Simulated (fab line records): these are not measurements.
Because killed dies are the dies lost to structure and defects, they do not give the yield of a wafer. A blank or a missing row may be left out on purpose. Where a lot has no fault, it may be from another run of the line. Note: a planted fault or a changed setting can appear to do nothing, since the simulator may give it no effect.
A sampling plan put to the test :: flow rit-cmos :: one fab line, 2 faults that these records tell of, each judged on the records of the lots that it struck; 1 more is left out, because the records don't allow judging it
The plan is the line's own looks: the steps of the route at which a gauge or an inspection reads the wafer and doesn't change it. A look is open to judgement when struck wafers have a number at it and the file gives its usual mean and standard deviation on fault-free wafers. Caught: a look later than the fault's first step finds the struck wafers' mean 4 or more of those standard deviations (sigma) from the usual mean. On the tool: the identical test, applied to the tool's own readings at the steps of the fault. Caught also covers a different recipe on the struck wafers, or a record left blank for those wafers only.

THE FAULTS, as the simulator had put them in
1. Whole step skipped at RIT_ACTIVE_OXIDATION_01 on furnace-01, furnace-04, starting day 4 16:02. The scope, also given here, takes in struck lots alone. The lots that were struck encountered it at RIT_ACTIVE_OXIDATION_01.
2. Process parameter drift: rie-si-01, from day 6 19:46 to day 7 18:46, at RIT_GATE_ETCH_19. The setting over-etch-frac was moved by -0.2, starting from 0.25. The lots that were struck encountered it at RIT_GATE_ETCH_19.

WHAT THE PLAN SAW
fault: 1
on the tool itself: the tool's record is blank for the struck wafers
first look that catches it: no look after it can be judged
reading, sigma: -
median hours from its first step to that look: -
hours from the fault's start to the first struck lot there: -
judged looks passed uncaught: 0

fault: 2
on the tool itself: oes-product-au +7.8 sigma
first look that catches it: no look after it can be judged
reading, sigma: -
median hours from its first step to that look: -
hours from the fault's start to the first struck lot there: -
judged looks passed uncaught: 0
A dash: this means the fault isn't caught or the number doesn't appear in these records.

Caught at a look: 0 of 2. Caught on the tool: 2 of 2. By one or the other: 2 of 2.
Faults caught by the tool alone: 1, 2.
